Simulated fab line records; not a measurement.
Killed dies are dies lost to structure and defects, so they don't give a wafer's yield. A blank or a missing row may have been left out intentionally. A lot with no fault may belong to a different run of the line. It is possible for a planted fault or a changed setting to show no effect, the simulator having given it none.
Which tool did it? ; flow berkeley_cmos170 ; 21 wafers from 7 lots sampled at 4 of the route's 331 steps

WHAT THE GAUGES SHOWED, per wafer
UCB170_GATE_THK_MEAS_02.
lot;measured;on;GATE_OXIDE_THK (nm)
L939;day 6 04:26;film_metro-03;6.37 6.44 6.40
L942;day 6 13:40;film_metro-03;6.46 6.43 6.32
L944;day 6 23:16;film_metro-02;5.41 5.49 5.50
L946;day 7 13:55;film_metro-02;6.44 6.28 6.43
L954;day 9 04:34;film_metro-04;6.33 6.28 6.33
L956;day 9 11:41;film_metro-04;6.55 6.42 6.37
L960;day 10 13:15;film_metro-02;6.53 6.63 6.63

EACH LOT AND THE TOOL THAT RAN IT (in order: tool; ch and the chambers of the sampled wafers; start)
lot;UCB170_ACTIVE_ETCH_15;UCB170_ACTIVE_STRIP_16;UCB170_GATE_OXIDATION_01
L939;rie_diel-01 ch 1,2, day 4 12:55;plasma_asher-03 ch 0,1, day 4 13:01;furnace-02 ch 0, day 6 02:56
L942;rie_diel-02 ch 0,2,3, day 4 21:38;plasma_asher-02 ch 0,1, day 4 21:44;furnace-01 ch 0, day 6 12:10
L944;rie_diel-04 ch 0,3, day 5 12:24;plasma_asher-03 ch 0,1, day 5 12:30;furnace-01 ch 0, day 6 21:46
L946;rie_diel-01 ch 0,2, day 6 02:59;plasma_asher-04 ch 0, day 6 03:05;furnace-04 ch 0, day 7 12:25
L954;rie_diel-01 ch 0,1,3, day 7 13:41;plasma_asher-04 ch 0,1, day 7 13:49;furnace-02 ch 0, day 9 02:56
L956;rie_diel-04 ch 0,1,3, day 8 00:44;plasma_asher-03 ch 0,1, day 8 00:50;furnace-02 ch 0, day 9 10:11
L960;rie_diel-04 ch 0,2,3, day 8 22:04;plasma_asher-04 ch 0,1, day 8 22:10;furnace-02 ch 0, day 10 11:44
- UCB170_ACTIVE_ETCH_15: etches Si3N4 in CH3F/Ar/O2, stops on SiO2, target depth 242 nm, time 151 s.
- UCB170_ACTIVE_STRIP_16: strips in O2.
- UCB170_GATE_OXIDATION_01: target thk 6.6 nm, ox time 1800 s.

THE ANSWER, worked out from the rows above alone
Rule: the usual values come from the lots themselves. Put in order of their means at a reading, lots are off if they are a third of the lots or fewer, leave a main group of 4 or more, and stand apart from it by a gap of 3 or more times the standard deviation of the main group's means; of several such gaps the widest counts. The tables above print the reading to a certain number of digits; a main group whose means all agree to those digits is not used. A lot without any number at a reading at which 4 lots or more have one is off too. Any other lot the step has rows for is counted as sound.
Off: L944, at UCB170_GATE_THK_MEAS_02 (GATE_OXIDE_THK). Mean 6.42 nm and standard deviation 0.087 in the main group.
A tool fits if, at a process step before that reading, it ran every lot that is off, and no sound lot after the first of them. The gauges at UCB170_GATE_THK_MEAS_02 are tried like those tools. One fits: UCB170_GATE_OXIDATION_01 on furnace-01. A fault onset in the window from L942 (day 6 12:10, its last sound lot) to L944 (day 6 21:46, its first lot off) fits.

WHAT HAD BEEN PUT IN BY THE SIMULATOR
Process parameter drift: furnace-01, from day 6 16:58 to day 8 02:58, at UCB170_GATE_OXIDATION_01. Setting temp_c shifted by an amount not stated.
Struck lots among those shown: L944. The rule above reached the same finding.
